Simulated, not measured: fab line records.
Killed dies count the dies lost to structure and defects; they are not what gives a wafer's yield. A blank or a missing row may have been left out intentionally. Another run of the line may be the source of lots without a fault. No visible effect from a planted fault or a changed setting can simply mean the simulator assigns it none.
What tool caused it? || flow berkeley-cmos170 || 14 lots, 42 wafers sampled, at 5 steps of a route of 331

## WHAT THE GAUGES READ, wafer by wafer
UCB170_WELLDRIVE_THK_MEAS_02. Usual: WELLDRIVE_OXIDE_THK 198 nm, standard deviation 4.2.
{"lot": "L548", "measured": "day 3 08:31", "on": "film-metro-03", "WELLDRIVE_OXIDE_THK (nm)": "195 192 193", "flag": ""}
{"lot": "L549", "measured": "day 3 12:18", "on": "film-metro-03", "WELLDRIVE_OXIDE_THK (nm)": "208 210 208", "flag": ""}
{"lot": "L551", "measured": "day 4 06:04", "on": "film-metro-02", "WELLDRIVE_OXIDE_THK (nm)": "192 195 191", "flag": ""}
{"lot": "L552", "measured": "day 4 06:05", "on": "film-metro-04", "WELLDRIVE_OXIDE_THK (nm)": "201 195 197", "flag": ""}
{"lot": "L553", "measured": "day 4 12:25", "on": "film-metro-02", "WELLDRIVE_OXIDE_THK (nm)": "194 193 193", "flag": ""}
{"lot": "L554", "measured": "day 4 22:50", "on": "film-metro-02", "WELLDRIVE_OXIDE_THK (nm)": "200 197 197", "flag": ""}
{"lot": "L558", "measured": "day 5 17:10", "on": "film-metro-02", "WELLDRIVE_OXIDE_THK (nm)": "233 230 230", "flag": "OFF"}
{"lot": "L559", "measured": "day 6 01:33", "on": "film-metro-02", "WELLDRIVE_OXIDE_THK (nm)": "195 198 197", "flag": ""}
{"lot": "L560", "measured": "day 6 01:34", "on": "film-metro-04", "WELLDRIVE_OXIDE_THK (nm)": "201 199 196", "flag": ""}
{"lot": "L562", "measured": "day 6 14:32", "on": "film-metro-04", "WELLDRIVE_OXIDE_THK (nm)": "226 229 230", "flag": "OFF"}
{"lot": "L566", "measured": "day 7 11:42", "on": "film-metro-04", "WELLDRIVE_OXIDE_THK (nm)": "195 196 196", "flag": ""}
{"lot": "L567", "measured": "day 7 20:29", "on": "film-metro-04", "WELLDRIVE_OXIDE_THK (nm)": "197 200 196", "flag": ""}
{"lot": "L568", "measured": "day 7 20:29", "on": "film-metro-02", "WELLDRIVE_OXIDE_THK (nm)": "204 202 204", "flag": ""}
{"lot": "L570", "measured": "day 8 02:59", "on": "film-metro-04", "WELLDRIVE_OXIDE_THK (nm)": "200 202 197", "flag": ""}

UCB170_NLDD_OVL_MEAS_07. Usual: NLDD_OVL -1 nm, standard deviation 6.1.
{"lot": "L548", "measured": "day 6 14:16", "on": "overlay-01", "NLDD_OVL (nm)": "-6 0 -2", "flag": ""}
{"lot": "L549", "measured": "day 6 14:16", "on": "overlay-02", "NLDD_OVL (nm)": "-1 0 -1", "flag": ""}
{"lot": "L551", "measured": "day 7 12:27", "on": "overlay-01", "NLDD_OVL (nm)": "-2 -2 -7", "flag": ""}
{"lot": "L552", "measured": "day 7 12:11", "on": "overlay-02", "NLDD_OVL (nm)": "7 -2 4", "flag": ""}
{"lot": "L553", "measured": "day 7 18:59", "on": "overlay-01", "NLDD_OVL (nm)": "-4 -13 -4", "flag": ""}
{"lot": "L554", "measured": "day 8 05:43", "on": "overlay-01", "NLDD_OVL (nm)": "0 0 0", "flag": ""}
{"lot": "L558", "measured": "day 8 08:18", "on": "overlay-02", "NLDD_OVL (nm)": "9 9 8", "flag": ""}
{"lot": "L559", "measured": "day 8 23:40", "on": "overlay-02", "NLDD_OVL (nm)": "5 -2 0", "flag": ""}
{"lot": "L560", "measured": "day 9 00:10", "on": "overlay-01", "NLDD_OVL (nm)": "-1 5 6", "flag": ""}
{"lot": "L562", "measured": "day 9 06:08", "on": "overlay-02", "NLDD_OVL (nm)": "-2 -2 1", "flag": ""}
{"lot": "L566", "measured": "day 10 01:26", "on": "overlay-01", "NLDD_OVL (nm)": "-1 1 -4", "flag": ""}
{"lot": "L567", "measured": "day 10 20:23", "on": "overlay-02", "NLDD_OVL (nm)": "-8 -10 -4", "flag": ""}
{"lot": "L568", "measured": "day 10 19:56", "on": "overlay-01", "NLDD_OVL (nm)": "5 9 12", "flag": ""}
{"lot": "L570", "measured": "day 10 19:16", "on": "overlay-01", "NLDD_OVL (nm)": "0 1 2", "flag": ""}

## TOOL THAT RAN EACH LOT (tool first, then ch and the chambers of the sampled wafers, then the start)
{"lot": "L548", "UCB170_ZERO_ETCH_06": "rie-diel-02 ch 0,1,2, day 1 16:32", "UCB170_WELLDRIVE_OXIDATION_01": "furnace-04 ch 0, day 3 05:01", "UCB170_NVT_STRIP_08": "plasma-asher-04 ch 0,1, day 5 19:05"}
{"lot": "L549", "UCB170_ZERO_ETCH_06": "rie-diel-04 ch 0,2, day 2 00:01", "UCB170_WELLDRIVE_OXIDATION_01": "furnace-02 ch 0, day 3 08:48", "UCB170_NVT_STRIP_08": "plasma-asher-04 ch 0, day 5 18:59"}
{"lot": "L551", "UCB170_ZERO_ETCH_06": "rie-diel-04 ch 1,3, day 2 10:36", "UCB170_WELLDRIVE_OXIDATION_01": "furnace-01 ch 0, day 4 02:34", "UCB170_NVT_STRIP_08": "plasma-asher-02 ch 0, day 6 11:55"}
{"lot": "L552", "UCB170_ZERO_ETCH_06": "rie-diel-02 ch 0,1, day 2 15:50", "UCB170_WELLDRIVE_OXIDATION_01": "furnace-01 ch 0, day 4 02:34", "UCB170_NVT_STRIP_08": "plasma-asher-04 ch 0,1, day 6 12:13"}
{"lot": "L553", "UCB170_ZERO_ETCH_06": "rie-diel-04 ch 0,1,3, day 2 19:07", "UCB170_WELLDRIVE_OXIDATION_01": "furnace-01 ch 0, day 4 08:55", "UCB170_NVT_STRIP_08": "plasma-asher-01 ch 0,1, day 6 19:39"}
{"lot": "L554", "UCB170_ZERO_ETCH_06": "rie-diel-02 ch 0,2,3, day 3 00:50", "UCB170_WELLDRIVE_OXIDATION_01": "furnace-01 ch 0, day 4 19:20", "UCB170_NVT_STRIP_08": "plasma-asher-04 ch 0,1, day 7 11:04"}
{"lot": "L558", "UCB170_ZERO_ETCH_06": "rie-diel-04 ch 0,1,2, day 3 20:26", "UCB170_WELLDRIVE_OXIDATION_01": "furnace-01 ch 0, day 5 13:40", "UCB170_NVT_STRIP_08": "plasma-asher-04 ch 0,1, day 7 17:31"}
{"lot": "L559", "UCB170_ZERO_ETCH_06": "rie-diel-02 ch 1,2,3, day 4 06:14", "UCB170_WELLDRIVE_OXIDATION_01": "furnace-02 ch 0, day 5 22:03", "UCB170_NVT_STRIP_08": "plasma-asher-01 ch 0,1, day 8 06:05"}
{"lot": "L560", "UCB170_ZERO_ETCH_06": "rie-diel-03 ch 0,1,3, day 4 06:31", "UCB170_WELLDRIVE_OXIDATION_01": "furnace-02 ch 0, day 5 22:03", "UCB170_NVT_STRIP_08": "plasma-asher-04 ch 0,1, day 8 06:03"}
{"lot": "L562", "UCB170_ZERO_ETCH_06": "rie-diel-04 ch 1,2,3, day 4 20:31", "UCB170_WELLDRIVE_OXIDATION_01": "furnace-01 ch 0, day 6 11:02", "UCB170_NVT_STRIP_08": "plasma-asher-01 ch 0, day 8 14:21"}
{"lot": "L566", "UCB170_ZERO_ETCH_06": "rie-diel-03 ch 0,1,3, day 5 13:15", "UCB170_WELLDRIVE_OXIDATION_01": "furnace-02 ch 0, day 7 08:12", "UCB170_NVT_STRIP_08": "plasma-asher-02 ch 0,1, day 9 06:19"}
{"lot": "L567", "UCB170_ZERO_ETCH_06": "rie-diel-03 ch 2,3, day 5 21:14", "UCB170_WELLDRIVE_OXIDATION_01": "furnace-02 ch 0, day 7 16:59", "UCB170_NVT_STRIP_08": "plasma-asher-01 ch 0,1, day 9 20:52"}
{"lot": "L568", "UCB170_ZERO_ETCH_06": "rie-diel-04 ch 0,1, day 5 23:24", "UCB170_WELLDRIVE_OXIDATION_01": "furnace-02 ch 0, day 7 16:59", "UCB170_NVT_STRIP_08": "plasma-asher-04 ch 0,1, day 9 20:57"}
{"lot": "L570", "UCB170_ZERO_ETCH_06": "rie-diel-04 ch 0,2, day 6 12:51", "UCB170_WELLDRIVE_OXIDATION_01": "furnace-02 ch 0, day 7 23:29", "UCB170_NVT_STRIP_08": "plasma-asher-04 ch 0,1, day 10 00:11"}
- UCB170_ZERO_ETCH_06: etches SiO2 in CHF3/CF4/Ar, time 12 s.
- UCB170_WELLDRIVE_OXIDATION_01: target thk 199 nm, ox time 9000 s.
- UCB170_NVT_STRIP_08: strips in O2.

## WHAT THE TOOLS THEMSELVES READ (means of the sampled wafers that have a number; where no wafer has one, the mark that the record gives instead)
UCB170_ZERO_ETCH_06. Usual: drypump-motor-current-A 5.91 A, standard deviation 0.29; mfc-ar-sccm 120.0 sccm, standard deviation 0.37; oes-product-au 0.619 a.u., standard deviation 0.009; throttle-valve-pct 9.17 %, standard deviation 0.12.
{"lot": "L548", "tool": "rie-diel-02", "drypump-motor-current-A (A)": 5.85, "mfc-ar-sccm (sccm)": 119.7, "oes-product-au (a.u.)": 0.613, "throttle-valve-pct (%)": 9.17, "flag": ""}
{"lot": "L549", "tool": "rie-diel-04", "drypump-motor-current-A (A)": 5.82, "mfc-ar-sccm (sccm)": 120.4, "oes-product-au (a.u.)": 0.621, "throttle-valve-pct (%)": 9.29, "flag": ""}
{"lot": "L551", "tool": "rie-diel-04", "drypump-motor-current-A (A)": 6.00, "mfc-ar-sccm (sccm)": 119.8, "oes-product-au (a.u.)": 0.620, "throttle-valve-pct (%)": 9.20, "flag": ""}
{"lot": "L552", "tool": "rie-diel-02", "drypump-motor-current-A (A)": 5.82, "mfc-ar-sccm (sccm)": 119.6, "oes-product-au (a.u.)": 0.615, "throttle-valve-pct (%)": 9.14, "flag": ""}
{"lot": "L553", "tool": "rie-diel-04", "drypump-motor-current-A (A)": 5.94, "mfc-ar-sccm (sccm)": 120.1, "oes-product-au (a.u.)": 0.616, "throttle-valve-pct (%)": 9.14, "flag": ""}
{"lot": "L554", "tool": "rie-diel-02", "drypump-motor-current-A (A)": 5.79, "mfc-ar-sccm (sccm)": 119.9, "oes-product-au (a.u.)": 0.622, "throttle-valve-pct (%)": 9.19, "flag": ""}
{"lot": "L558", "tool": "rie-diel-04", "drypump-motor-current-A (A)": 5.77, "mfc-ar-sccm (sccm)": 119.9, "oes-product-au (a.u.)": 0.623, "throttle-valve-pct (%)": 9.28, "flag": ""}
{"lot": "L559", "tool": "rie-diel-02", "drypump-motor-current-A (A)": 5.67, "mfc-ar-sccm (sccm)": 120.3, "oes-product-au (a.u.)": 0.614, "throttle-valve-pct (%)": 9.16, "flag": ""}
{"lot": "L560", "tool": "rie-diel-03", "drypump-motor-current-A (A)": 5.98, "mfc-ar-sccm (sccm)": 120.3, "oes-product-au (a.u.)": 0.617, "throttle-valve-pct (%)": 9.09, "flag": ""}
{"lot": "L562", "tool": "rie-diel-04", "drypump-motor-current-A (A)": 6.07, "mfc-ar-sccm (sccm)": 120.2, "oes-product-au (a.u.)": 0.621, "throttle-valve-pct (%)": 9.22, "flag": ""}
{"lot": "L566", "tool": "rie-diel-03", "drypump-motor-current-A (A)": 5.97, "mfc-ar-sccm (sccm)": 120.0, "oes-product-au (a.u.)": 0.620, "throttle-valve-pct (%)": 9.09, "flag": ""}
{"lot": "L567", "tool": "rie-diel-03", "drypump-motor-current-A (A)": 6.12, "mfc-ar-sccm (sccm)": 120.1, "oes-product-au (a.u.)": 0.618, "throttle-valve-pct (%)": 9.18, "flag": ""}
{"lot": "L568", "tool": "rie-diel-04", "drypump-motor-current-A (A)": 5.61, "mfc-ar-sccm (sccm)": 120.2, "oes-product-au (a.u.)": 0.617, "throttle-valve-pct (%)": 9.20, "flag": ""}
{"lot": "L570", "tool": "rie-diel-04", "drypump-motor-current-A (A)": 5.70, "mfc-ar-sccm (sccm)": 120.1, "oes-product-au (a.u.)": 0.618, "throttle-valve-pct (%)": 9.22, "flag": ""}

UCB170_WELLDRIVE_OXIDATION_01. Usual: spike-tc-centre-C 1102.2 C, standard deviation 1; spike-tc-load-C 1127.3 C, standard deviation 1.8; spike-tc-source-C 1125 C, standard deviation 3.2; tube-center-temp-C 1100 C, standard deviation 0.095; tube_center_temp_C_max 1102.8, standard deviation 0.43; zone-power-centre-pct 58.7 %, standard deviation 0.74.
{"lot": "L548", "tool": "furnace-04", "spike-tc-centre-C (C)": 1102.0, "spike-tc-load-C (C)": 1127.5, "spike-tc-source-C (C)": 1130, "tube-center-temp-C (C)": 1100, "tube_center_temp_C_max": 1103.0, "zone-power-centre-pct (%)": 60.0, "flag": ""}
{"lot": "L549", "tool": "furnace-02", "spike-tc-centre-C (C)": 1101.2, "spike-tc-load-C (C)": 1126.1, "spike-tc-source-C (C)": 1127, "tube-center-temp-C (C)": 1100, "tube_center_temp_C_max": 1102.8, "zone-power-centre-pct (%)": 58.3, "flag": ""}
{"lot": "L551", "tool": "furnace-01", "spike-tc-centre-C (C)": 1102.9, "spike-tc-load-C (C)": 1130.7, "spike-tc-source-C (C)": 1122, "tube-center-temp-C (C)": 1100, "tube_center_temp_C_max": 1102.7, "zone-power-centre-pct (%)": 58.5, "flag": ""}
{"lot": "L552", "tool": "furnace-01", "spike-tc-centre-C (C)": 1102.6, "spike-tc-load-C (C)": 1129.3, "spike-tc-source-C (C)": 1121, "tube-center-temp-C (C)": 1100, "tube_center_temp_C_max": 1102.5, "zone-power-centre-pct (%)": 59.4, "flag": ""}
{"lot": "L553", "tool": "furnace-01", "spike-tc-centre-C (C)": 1102.9, "spike-tc-load-C (C)": 1128.8, "spike-tc-source-C (C)": 1120, "tube-center-temp-C (C)": 1100, "tube_center_temp_C_max": 1103.2, "zone-power-centre-pct (%)": 58.9, "flag": ""}
{"lot": "L554", "tool": "furnace-01", "spike-tc-centre-C (C)": 1103.1, "spike-tc-load-C (C)": 1130.6, "spike-tc-source-C (C)": 1121, "tube-center-temp-C (C)": 1100, "tube_center_temp_C_max": 1103.2, "zone-power-centre-pct (%)": 59.3, "flag": ""}
{"lot": "L558", "tool": "furnace-01", "spike-tc-centre-C (C)": 1134.3, "spike-tc-load-C (C)": 1161.5, "spike-tc-source-C (C)": 1153, "tube-center-temp-C (C)": 1132, "tube_center_temp_C_max": 1134.4, "zone-power-centre-pct (%)": 60.7, "flag": "OFF"}
{"lot": "L559", "tool": "furnace-02", "spike-tc-centre-C (C)": 1102.0, "spike-tc-load-C (C)": 1127.3, "spike-tc-source-C (C)": 1125, "tube-center-temp-C (C)": 1100, "tube_center_temp_C_max": 1102.8, "zone-power-centre-pct (%)": 57.8, "flag": ""}
{"lot": "L560", "tool": "furnace-02", "spike-tc-centre-C (C)": 1101.3, "spike-tc-load-C (C)": 1125.7, "spike-tc-source-C (C)": 1126, "tube-center-temp-C (C)": 1100, "tube_center_temp_C_max": 1102.7, "zone-power-centre-pct (%)": 58.3, "flag": ""}
{"lot": "L562", "tool": "furnace-01", "spike-tc-centre-C (C)": 1135.1, "spike-tc-load-C (C)": 1161.8, "spike-tc-source-C (C)": 1154, "tube-center-temp-C (C)": 1132, "tube_center_temp_C_max": 1134.6, "zone-power-centre-pct (%)": 60.5, "flag": "OFF"}
{"lot": "L566", "tool": "furnace-02", "spike-tc-centre-C (C)": 1101.2, "spike-tc-load-C (C)": 1124.9, "spike-tc-source-C (C)": 1126, "tube-center-temp-C (C)": 1100, "tube_center_temp_C_max": 1102.5, "zone-power-centre-pct (%)": 58.7, "flag": ""}
{"lot": "L567", "tool": "furnace-02", "spike-tc-centre-C (C)": 1102.0, "spike-tc-load-C (C)": 1126.4, "spike-tc-source-C (C)": 1126, "tube-center-temp-C (C)": 1100, "tube_center_temp_C_max": 1102.5, "zone-power-centre-pct (%)": 58.6, "flag": ""}
{"lot": "L568", "tool": "furnace-02", "spike-tc-centre-C (C)": 1101.4, "spike-tc-load-C (C)": 1126.6, "spike-tc-source-C (C)": 1126, "tube-center-temp-C (C)": 1100, "tube_center_temp_C_max": 1103.4, "zone-power-centre-pct (%)": 58.3, "flag": ""}
{"lot": "L570", "tool": "furnace-02", "spike-tc-centre-C (C)": 1102.4, "spike-tc-load-C (C)": 1126.7, "spike-tc-source-C (C)": 1125, "tube-center-temp-C (C)": 1100, "tube_center_temp_C_max": 1102.6, "zone-power-centre-pct (%)": 58.7, "flag": ""}

UCB170_NVT_STRIP_08. Usual: drypump-motor-current-A 5.7 A, standard deviation 0.37; o2-flow-sccm 399.7 sccm, standard deviation 1.1; oes-product-au 0.734 a.u., standard deviation 0.0046; strip-time-to-endpoint-s 21.60 s, standard deviation 0.061.
{"lot": "L548", "tool": "plasma-asher-04", "drypump-motor-current-A (A)": 5.4, "o2-flow-sccm (sccm)": 399.2, "oes-product-au (a.u.)": 0.734, "strip-time-to-endpoint-s (s)": 21.55, "flag": ""}
{"lot": "L549", "tool": "plasma-asher-04", "drypump-motor-current-A (A)": 5.3, "o2-flow-sccm (sccm)": 399.1, "oes-product-au (a.u.)": 0.729, "strip-time-to-endpoint-s (s)": 21.67, "flag": ""}
{"lot": "L551", "tool": "plasma-asher-02", "drypump-motor-current-A (A)": 6.1, "o2-flow-sccm (sccm)": 400.9, "oes-product-au (a.u.)": 0.733, "strip-time-to-endpoint-s (s)": 21.60, "flag": ""}
{"lot": "L552", "tool": "plasma-asher-04", "drypump-motor-current-A (A)": 5.3, "o2-flow-sccm (sccm)": 400.2, "oes-product-au (a.u.)": 0.735, "strip-time-to-endpoint-s (s)": 21.65, "flag": ""}
{"lot": "L553", "tool": "plasma-asher-01", "drypump-motor-current-A (A)": 6.0, "o2-flow-sccm (sccm)": 400.4, "oes-product-au (a.u.)": 0.736, "strip-time-to-endpoint-s (s)": 21.61, "flag": ""}
{"lot": "L554", "tool": "plasma-asher-04", "drypump-motor-current-A (A)": 5.3, "o2-flow-sccm (sccm)": 399.3, "oes-product-au (a.u.)": 0.735, "strip-time-to-endpoint-s (s)": 21.61, "flag": ""}
{"lot": "L558", "tool": "plasma-asher-04", "drypump-motor-current-A (A)": 5.3, "o2-flow-sccm (sccm)": 399.0, "oes-product-au (a.u.)": 0.729, "strip-time-to-endpoint-s (s)": 21.62, "flag": ""}
{"lot": "L559", "tool": "plasma-asher-01", "drypump-motor-current-A (A)": 6.1, "o2-flow-sccm (sccm)": 400.0, "oes-product-au (a.u.)": 0.736, "strip-time-to-endpoint-s (s)": 21.55, "flag": ""}
{"lot": "L560", "tool": "plasma-asher-04", "drypump-motor-current-A (A)": 5.3, "o2-flow-sccm (sccm)": 399.9, "oes-product-au (a.u.)": 0.734, "strip-time-to-endpoint-s (s)": 21.62, "flag": ""}
{"lot": "L562", "tool": "plasma-asher-01", "drypump-motor-current-A (A)": 6.3, "o2-flow-sccm (sccm)": 400.4, "oes-product-au (a.u.)": 0.734, "strip-time-to-endpoint-s (s)": 21.74, "flag": ""}
{"lot": "L566", "tool": "plasma-asher-02", "drypump-motor-current-A (A)": 6.0, "o2-flow-sccm (sccm)": 399.0, "oes-product-au (a.u.)": 0.734, "strip-time-to-endpoint-s (s)": 21.59, "flag": ""}
{"lot": "L567", "tool": "plasma-asher-01", "drypump-motor-current-A (A)": 6.0, "o2-flow-sccm (sccm)": 399.5, "oes-product-au (a.u.)": 0.736, "strip-time-to-endpoint-s (s)": 21.57, "flag": ""}
{"lot": "L568", "tool": "plasma-asher-04", "drypump-motor-current-A (A)": 5.3, "o2-flow-sccm (sccm)": 400.1, "oes-product-au (a.u.)": 0.734, "strip-time-to-endpoint-s (s)": 21.51, "flag": ""}
{"lot": "L570", "tool": "plasma-asher-04", "drypump-motor-current-A (A)": 5.4, "o2-flow-sccm (sccm)": 400.9, "oes-product-au (a.u.)": 0.735, "strip-time-to-endpoint-s (s)": 21.59, "flag": ""}

## THE ANSWER, worked out from the rows above alone
Rule: a lot counts as off when the mean over its wafers that have a number is more than 3 standard deviations away from the usual mean. Also off: a lot with no number at a reading for which 4 or more lots have one. The other lots that the step has rows for count as sound. After the gauges, taken in route order, come the tools' own readings; for these a lot's mean is taken, as printed above. At the first step where some lot is off, the reading lying furthest off is the one used; lots without a number count as furthest.
Off: L558, L562, seen at UCB170_WELLDRIVE_THK_MEAS_02 (WELLDRIVE_OXIDE_THK).
If a tool, at a process step before that reading, ran all the lots that are off and no sound lot after the first of them, it fits. Not tried: the gauges at UCB170_WELLDRIVE_THK_MEAS_02; whatever is off there is also off at UCB170_WELLDRIVE_OXIDATION_01, on other tools, and gauge error can't account for it. One fits: UCB170_WELLDRIVE_OXIDATION_01 on furnace-01. A fault onset in the window from L554 (day 4 19:20, its last sound lot) to L558 (day 5 13:40, its first lot off) fits.
The tool's own readings at UCB170_WELLDRIVE_OXIDATION_01 bear it out: on the lots that are off they differ by more than 5 times the standard deviation of the sound lots' means. spike-tc-centre-C reads 1134.7 C there against 1102.1 C on the sound lots; spike-tc-load-C reads 1161.7 C there against 1127.5 C on the sound lots; spike-tc-source-C reads 1154 C there against 1125 C on the sound lots; tube-center-temp-C reads 1132 C there against 1100 C on the sound lots; tube_center_temp_C_max reads 1134.5 there against 1102.8 on the sound lots.

## WHAT HAD BEEN PUT IN BY THE SIMULATOR
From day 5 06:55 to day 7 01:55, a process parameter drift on furnace-01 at UCB170_WELLDRIVE_OXIDATION_01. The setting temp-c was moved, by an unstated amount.
Struck lots among those shown: L558, L562. This agrees with what the rule above found.
